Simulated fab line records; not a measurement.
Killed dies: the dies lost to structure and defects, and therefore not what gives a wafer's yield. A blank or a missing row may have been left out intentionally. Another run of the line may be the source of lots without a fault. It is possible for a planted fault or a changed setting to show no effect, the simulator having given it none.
A single fault, viewed from 2 desks	flow berkeley cmos170	each desk holds nothing but its own numbers, with what lay behind them at the end

FOR THE TOOL OWNER'S DESK: implanter-03
UCB170_PFIELD_IMPLANT_07, tool's own readings: per-lot mean of the sampled wafers with a number, covering each lot this tool ran. Marked OUT: a lot whose mean sits more than 4 standard deviations from the usual mean, which makes it out of limits; the brackets give that distance.
Columns: A = dose ions cm2 at UCB170_PFIELD_IMPLANT_07, usual 2.0002e+13; B = end station pressure torr at UCB170_PFIELD_IMPLANT_07, usual 5.06e-06 Torr; C = faraday current uA at UCB170_PFIELD_IMPLANT_07, usual 63.4
lot	first seen here	A	B	C
L636	day 6 05:04	1.9987e+13	5.20e-06	62.2
L637	day 7 00:53	1.9991e+13	5.10e-06	63.2
L640	day 7 13:17	2.0005e+13	4.96e-06	63.2
L642	day 7 21:13	1.9997e+13	4.91e-06	61.8
L646	day 8 18:44	2.6018e+13 (+99 or more) OUT	5.29e-06	83.1 (+14) OUT
L648	day 8 22:06	2.5996e+13 (+99 or more) OUT	4.91e-06	83.8 (+15) OUT
Finding of this desk: L646, L648 out of limits; the first was L646 at day 8 18:44, on dose ions cm2 at UCB170_PFIELD_IMPLANT_07. L636, L637, L640, L642 stayed within limits.

METROLOGY DESK
What the gauges read, lot by lot, whatever tool the lot ran on: means of the sampled wafers that have a number. Marked OUT: a lot whose mean sits more than 4 standard deviations from the usual mean, which makes it out of limits; the brackets give that distance.
Columns: A = cd nm at UCB170_ACTIVE_CD_MEAS_90, usual 1199.5 nm; B = PFIELD_TW at UCB170_PFIELD_TW_MEAS_09, usual 597; C = NLDD_TW at UCB170_NLDD_TW_MEAS_11, usual 2220
lot	first seen here	A	B	C
L628	day 5 03:14	1201.0	602	2234
L629	day 5 08:56	1199.9	601	2215
L632	day 5 19:11	1201.1	591	2216
L636	day 6 03:20	1201.6	589	2218
L633	day 6 03:27	1197.7	604	2208
L637	day 6 23:27	1199.4	591	2208
L640	day 7 11:23	1198.9	591	2232
L639	day 7 11:42	1199.1	604	2224
L642	day 7 18:50	1200.6	606	2205
L646	day 8 15:33	1198.4	650 (+8.9) OUT	2223
L644	day 8 16:05	1201.3	592	2211
L648	day 8 19:48	1199.4	653 (+9.3) OUT	2222
L647	day 8 19:55	1197.3	598	2226
L651	day 10 00:31	1199.8	588	2230
This desk reports L646, L648 out of limits; the earliest was L646 at day 8 18:59 (PFIELD_TW at UCB170_PFIELD_TW_MEAS_09). L628, L629, L632, L636, L633, L637, L640, L639, L642, L644, L647, L651 stayed within limits.

ALL TOGETHER
On L646, L648, at day 8 18:44, an alarm was possible from the tool owner's desk.
L646, L648 would have let the metrology desk raise an alarm at day 8 18:59.
Of the lots named, all ran UCB170_PFIELD_IMPLANT_07 on implanter-03.

WHAT THE SIMULATOR HAD INSERTED
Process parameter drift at UCB170_PFIELD_IMPLANT_07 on implanter-03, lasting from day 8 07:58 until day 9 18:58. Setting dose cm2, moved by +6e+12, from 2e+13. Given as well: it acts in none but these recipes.
Struck lots among those shown: L646, L648.
Time in hours from fault onset to the first out-of-limits reading at each desk: tool owner's desk 11, metrology desk 11.
